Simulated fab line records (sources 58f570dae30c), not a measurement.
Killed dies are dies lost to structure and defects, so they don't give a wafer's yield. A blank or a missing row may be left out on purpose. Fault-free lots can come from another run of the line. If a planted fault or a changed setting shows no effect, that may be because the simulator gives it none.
One fault seen from 2 desks + flow berkeley-cmos170 + each desk holds nothing but its own numbers, with what lay behind them at the end

== FROM THE METROLOGY DESK ==
Means of the sampled wafers that have a number, per lot and without regard to the tool the lot ran on: this is what the gauges read. If a lot's mean is further than 4 standard deviations from the usual mean, the lot is out of limits and carries the mark OUT (the distance appears in the brackets).
Columns: A = NWELL_TW at UCB170_NWELL_TW_MEAS_16, usual 1250
| lot  | first seen here | A               |
|------|-----------------|-----------------|
| L807 | day 2 06:37     | 1248            |
| L808 | day 2 19:49     | 1247            |
| L810 | day 3 23:59     | 1255            |
| L813 | day 4 07:23     | 1251            |
| L814 | day 4 07:41     | 1250            |
| L817 | day 5 01:10     | 1261            |
| L816 | day 5 01:25     | 1258            |
| L818 | day 5 01:31     | 1252            |
| L819 | day 5 17:28     | 1254            |
| L822 | day 6 00:41     | 1243            |
| L825 | day 6 08:14     | 1217 (-5.6) OUT |
| L826 | day 6 13:45     | 1214 (-6.0) OUT |
| L829 | day 7 03:59     | 1247            |
| L830 | day 7 11:58     | 1242            |
Finding of this desk: L825, L826 out of limits, first seen on L825 at day 6 08:14 (NWELL_TW at UCB170_NWELL_TW_MEAS_16). L807, L808, L810, L813, L814, L817, L816, L818, L819, L822, L829, L830 stayed within limits.

== AT THE TOOL OWNER'S DESK: implanter-03 ==
The tool's own readings at UCB170_NWELL_IMPLANT_14: means of the sampled wafers that have a number, for each lot that ran on this tool. If a lot's mean is further than 4 standard deviations from the usual mean, the lot is out of limits and carries the mark OUT (the distance appears in the brackets).
Columns: A = dose-ions-cm2 at UCB170_NWELL_IMPLANT_14, usual 9.999e+12; B = faraday-current-uA at UCB170_NWELL_IMPLANT_14, usual 31.7
| lot  | first seen here | A                   | B               |
|------|-----------------|---------------------|-----------------|
| L808 | day 2 19:34     | 9.987e+12           | 31.4            |
| L810 | day 3 23:46     | 1.000e+13           | 31.5            |
| L813 | day 4 07:08     | 1.001e+13           | 31.6            |
| L814 | day 4 07:28     | 9.998e+12           | 32.2            |
| L818 | day 5 01:16     | 1.000e+13           | 31.0            |
| L822 | day 6 00:27     | 1.001e+13           | 31.0            |
| L825 | day 6 07:59     | 9.200e+12 (-73) OUT | 28.9 (-4.6) OUT |
| L826 | day 6 13:31     | 9.192e+12 (-73) OUT | 29.5            |
This desk finds L825, L826 out of limits, L825 being first, at day 6 07:59 (dose-ions-cm2 at UCB170_NWELL_IMPLANT_14). L808, L810, L813, L814, L818, L822 stayed within limits.

== BROUGHT TOGETHER ==
At day 6 07:59, on L825, L826, the tool owner's desk was in a position to raise an alarm.
L825, L826 would have let the metrology desk raise an alarm at day 6 08:14.
All the named lots went through UCB170_NWELL_IMPLANT_14 on implanter-03.

== WHAT THE SIMULATOR PUT IN ==
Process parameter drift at UCB170_NWELL_IMPLANT_14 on implanter-03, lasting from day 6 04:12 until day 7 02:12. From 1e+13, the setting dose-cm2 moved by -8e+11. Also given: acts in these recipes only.
Struck lots among those shown: L825, L826.
Time in hours from fault onset to the first out-of-limits reading at each desk: tool owner's desk 4, metrology desk 4.
